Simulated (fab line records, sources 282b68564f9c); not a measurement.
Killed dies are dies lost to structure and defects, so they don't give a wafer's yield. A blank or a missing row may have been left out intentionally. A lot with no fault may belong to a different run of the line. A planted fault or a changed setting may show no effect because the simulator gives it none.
The tool behind it: which one? ; flow ritCmos ; 21 wafers sampled from 7 lots at 1 step of a route of 202

WHAT EACH GAUGE READ, for each wafer
RIT_NSD_TW_MEAS_10.
lot;measured;on;NSD_TW
L493;day 3 07:00;filmMetro-02;3108 3104 3113
L497;day 4 02:23;filmMetro-03;3068 3076 3085
L499;day 4 13:38;filmMetro-04;3082 3094 3079
L502;day 5 02:32;filmMetro-03;3053 3056 3063
L506;day 6 00:31;filmMetro-02;3099 3097 3088
L512;day 7 05:32;filmMetro-03;3079 3059 3080
L515;day 7 21:40;filmMetro-03;3065 3078 3060

TOOL THAT RAN EACH LOT (tool first, then ch and the chambers of the sampled wafers, then the start)
The record holds no process step before these readings.

THE ANSWER, worked out from the rows above alone
Rule: the usual values come from the lots themselves. The widest of any qualifying gaps counts: lots, ordered by their means at a reading, are off when they make up no more than a third of the lots, leave a main group of 4 or more, and stand apart from it by 3 or more times the standard deviation of that group's means. Not used: any main group whose means are identical at the precision the tables above print for the reading. A lot without any number at a reading at which 4 lots or more have one is off too. Any other lot the step has rows for is counted as sound.
No lot is off on any of the readings shown, so nothing can be concluded from this.

WHAT HAD BEEN PUT IN BY THE SIMULATOR
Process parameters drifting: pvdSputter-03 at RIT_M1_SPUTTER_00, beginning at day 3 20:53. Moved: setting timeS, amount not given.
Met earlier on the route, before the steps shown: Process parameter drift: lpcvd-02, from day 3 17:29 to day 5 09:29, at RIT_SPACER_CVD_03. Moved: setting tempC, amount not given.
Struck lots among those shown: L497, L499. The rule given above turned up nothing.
